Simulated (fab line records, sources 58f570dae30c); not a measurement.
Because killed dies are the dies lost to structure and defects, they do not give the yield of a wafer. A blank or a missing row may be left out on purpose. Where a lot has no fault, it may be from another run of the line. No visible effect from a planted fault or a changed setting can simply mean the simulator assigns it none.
Check of tool commonality :: flow berkeley_cmos170 :: 14 lots and 42 wafers in the sample

== REASON FOR OPENING ==
At UCB170_NLDD_TW_MEAS_11 the reading NLDD_TW is flagged on 2 of 14 lots. Wafers without a fault read 2232, standard deviation 11.
Rule: a lot is flagged when every wafer of it that has a number lies more than 4 standard deviations from that mean, or none has a number. The rest of the lots are taken to be sound.

lot: L562
measured: day 6 14:25
on: film_metro-04
NLDD_TW, wafer by wafer: 2248 2231 2231
flag: 

lot: L563
measured: day 6 20:16
on: film_metro-03
NLDD_TW, wafer by wafer: 2239 2242 2224
flag: 

lot: L564
measured: day 6 20:32
on: film_metro-02
NLDD_TW, wafer by wafer: 2237 2216 2235
flag: 

lot: L569
measured: day 7 16:40
on: film_metro-02
NLDD_TW, wafer by wafer: 2219 2221 2226
flag: 

lot: L570
measured: day 7 16:46
on: film_metro-04
NLDD_TW, wafer by wafer: 2236 2234 2227
flag: 

lot: L568
measured: day 7 17:03
on: film_metro-04
NLDD_TW, wafer by wafer: 30 30 30
flag: FLAGGED

lot: L571
measured: day 8 04:56
on: film_metro-02
NLDD_TW, wafer by wafer: 30 30 30
flag: FLAGGED

lot: L572
measured: day 8 05:26
on: film_metro-03
NLDD_TW, wafer by wafer: 2250 2243 2243
flag: 

lot: L575
measured: day 9 04:31
on: film_metro-03
NLDD_TW, wafer by wafer: 2246 2236 2236
flag: 

lot: L574
measured: day 9 04:59
on: film_metro-03
NLDD_TW, wafer by wafer: 2234 2226 2235
flag: 

lot: L580
measured: day 10 13:29
on: film_metro-04
NLDD_TW, wafer by wafer: 2238 2224 2219
flag: 

lot: L582
measured: day 11 03:47
on: film_metro-03
NLDD_TW, wafer by wafer: 2247 2248 2239
flag: 

lot: L581
measured: day 11 04:34
on: film_metro-02
NLDD_TW, wafer by wafer: 2226 2218 2217
flag: 

lot: L585
measured: day 11 12:11
on: film_metro-02
NLDD_TW, wafer by wafer: 2215 2224 2222
flag: 
On average the flagged lots read 30, which is -2202 against the usual, or -99 or more standard deviations.

== WHICH TOOL RAN EACH LOT ==
Before the reading, the record contains 3 process steps out of a 331-step route. Read each cell as the tool, then ch plus the chambers that the sampled wafers visited, then the start.
lot: L562
flag: 
UCB170_GATE_ETCH_14: rie_diel-02 ch 1,2, day 6 09:25
UCB170_PLDD_STRIP_10: plasma_asher-03 ch 0,1, day 6 12:08
UCB170_NLDD_STRIP_10: plasma_asher-04 ch 0,1, day 6 14:19

lot: L563
flag: 
UCB170_GATE_ETCH_14: rie_diel-03 ch 1,3, day 6 16:23
UCB170_PLDD_STRIP_10: plasma_asher-01 ch 0,1, day 6 18:31
UCB170_NLDD_STRIP_10: plasma_asher-04 ch 0, day 6 20:09

lot: L564
flag: 
UCB170_GATE_ETCH_14: rie_diel-02 ch 0,1,2, day 6 16:37
UCB170_PLDD_STRIP_10: plasma_asher-02 ch 0,1, day 6 18:48
UCB170_NLDD_STRIP_10: plasma_asher-03 ch 0,1, day 6 20:28

lot: L569
flag: 
UCB170_GATE_ETCH_14: rie_diel-03 ch 0,1,2, day 7 12:44
UCB170_PLDD_STRIP_10: plasma_asher-03 ch 0,1, day 7 14:31
UCB170_NLDD_STRIP_10: plasma_asher-01 ch 0,1, day 7 16:34

lot: L570
flag: 
UCB170_GATE_ETCH_14: rie_diel-04 ch 0,2, day 7 12:46
UCB170_PLDD_STRIP_10: plasma_asher-02 ch 0,1, day 7 14:38
UCB170_NLDD_STRIP_10: plasma_asher-04 ch 0,1, day 7 16:40

lot: L568
flag: FLAGGED
UCB170_GATE_ETCH_14: rie_diel-04 ch 0,3, day 7 12:51
UCB170_PLDD_STRIP_10: plasma_asher-01 ch 0,1, day 7 14:55
UCB170_NLDD_STRIP_10: plasma_asher-01 ch 0,1, day 7 16:58

lot: L571
flag: FLAGGED
UCB170_GATE_ETCH_14: rie_diel-03 ch 0,1,3, day 8 01:05
UCB170_PLDD_STRIP_10: plasma_asher-01 ch 0,1, day 8 03:01
UCB170_NLDD_STRIP_10: plasma_asher-04 ch 0,1, day 8 04:50

lot: L572
flag: 
UCB170_GATE_ETCH_14: rie_diel-04 ch 0,2,3, day 8 01:17
UCB170_PLDD_STRIP_10: plasma_asher-03 ch 0,1, day 8 03:40
UCB170_NLDD_STRIP_10: plasma_asher-03 ch 0,1, day 8 05:19

lot: L575
flag: 
UCB170_GATE_ETCH_14: rie_diel-03 ch 1,2,3, day 8 23:49
UCB170_PLDD_STRIP_10: plasma_asher-02 ch 0,1, day 9 02:32
UCB170_NLDD_STRIP_10: plasma_asher-01 ch 0,1, day 9 04:25

lot: L574
flag: 
UCB170_GATE_ETCH_14: rie_diel-02 ch 1,2,3, day 9 00:04
UCB170_PLDD_STRIP_10: plasma_asher-02 ch 0,1, day 9 03:07
UCB170_NLDD_STRIP_10: plasma_asher-01 ch 0,1, day 9 04:53

lot: L580
flag: 
UCB170_GATE_ETCH_14: rie_diel-03 ch 0,2, day 10 08:25
UCB170_PLDD_STRIP_10: plasma_asher-01 ch 0,1, day 10 10:52
UCB170_NLDD_STRIP_10: plasma_asher-03 ch 0,1, day 10 13:22

lot: L582
flag: 
UCB170_GATE_ETCH_14: rie_diel-03 ch 0,1,2, day 10 23:15
UCB170_PLDD_STRIP_10: plasma_asher-03 ch 0,1, day 11 01:35
UCB170_NLDD_STRIP_10: plasma_asher-01 ch 0,1, day 11 03:42

lot: L581
flag: 
UCB170_GATE_ETCH_14: rie_diel-02 ch 0,1,2, day 10 23:16
UCB170_PLDD_STRIP_10: plasma_asher-01 ch 0,1, day 11 02:07
UCB170_NLDD_STRIP_10: plasma_asher-01 ch 0,1, day 11 04:28

lot: L585
flag: 
UCB170_GATE_ETCH_14: rie_diel-04 ch 1,3, day 11 08:08
UCB170_PLDD_STRIP_10: plasma_asher-02 ch 0, day 11 10:09
UCB170_NLDD_STRIP_10: plasma_asher-01 ch 0,1, day 11 12:04
What these steps do:
- UCB170_GATE_ETCH_14: etches BARC in N2/H2.
- UCB170_PLDD_STRIP_10: strips in O2.
- UCB170_NLDD_STRIP_10: strips in O2.
- UCB170_NLDD_TW_MEAS_11

== FLAGGED OVER TOTAL, TOOL BY TOOL (the gauges that took the reading come last) ==
step: UCB170_GATE_ETCH_14
tool: rie_diel-02
lots run: 4
flagged: 0
share of the flagged lots: none
sound lots run after its first flagged lot: -

step: UCB170_GATE_ETCH_14
tool: rie_diel-03
lots run: 6
flagged: 1
share of the flagged lots: some
sound lots run after its first flagged lot: 3 (L575,L580,L582)

step: UCB170_GATE_ETCH_14
tool: rie_diel-04
lots run: 4
flagged: 1
share of the flagged lots: some
sound lots run after its first flagged lot: 2 (L572,L585)

step: UCB170_PLDD_STRIP_10
tool: plasma_asher-01
lots run: 5
flagged: 2
share of the flagged lots: all
sound lots run after its first flagged lot: 2 (L580,L581)

step: UCB170_PLDD_STRIP_10
tool: plasma_asher-02
lots run: 5
flagged: 0
share of the flagged lots: none
sound lots run after its first flagged lot: -

step: UCB170_PLDD_STRIP_10
tool: plasma_asher-03
lots run: 4
flagged: 0
share of the flagged lots: none
sound lots run after its first flagged lot: -

step: UCB170_NLDD_STRIP_10
tool: plasma_asher-01
lots run: 7
flagged: 1
share of the flagged lots: some
sound lots run after its first flagged lot: 5 (L575,L574,L582,L581,L585)

step: UCB170_NLDD_STRIP_10
tool: plasma_asher-03
lots run: 3
flagged: 0
share of the flagged lots: none
sound lots run after its first flagged lot: -

step: UCB170_NLDD_STRIP_10
tool: plasma_asher-04
lots run: 4
flagged: 1
share of the flagged lots: some
sound lots run after its first flagged lot: 0

step: UCB170_NLDD_TW_MEAS_11
tool: film_metro-02
lots run: 5
flagged: 1
share of the flagged lots: some
sound lots run after its first flagged lot: 2 (L581,L585)

step: UCB170_NLDD_TW_MEAS_11
tool: film_metro-03
lots run: 5
flagged: 0
share of the flagged lots: none
sound lots run after its first flagged lot: -

step: UCB170_NLDD_TW_MEAS_11
tool: film_metro-04
lots run: 4
flagged: 1
share of the flagged lots: some
sound lots run after its first flagged lot: 1 (L580)

== WHAT IS ALLOWED BY THE TABLE ==
All flagged lots share 1 row of the table, namely plasma_asher-01 at UCB170_PLDD_STRIP_10.
- plasma_asher-01 at UCB170_PLDD_STRIP_10: 2 of its 5 lots flagged. Lots that were sound ran on it after the first flagged one (L580, L581); a persistent fault on the entire tool would not allow that. On the flagged lots its readings are blank where sound lots have values: chamber_pressure_mTorr, drypump_motor_current_A, oes_product_au, strip_time_to_endpoint_s.
No row of the table ran every flagged lot and no sound lot after the first.

== WHAT WAS PUT IN BY THE SIMULATOR ==
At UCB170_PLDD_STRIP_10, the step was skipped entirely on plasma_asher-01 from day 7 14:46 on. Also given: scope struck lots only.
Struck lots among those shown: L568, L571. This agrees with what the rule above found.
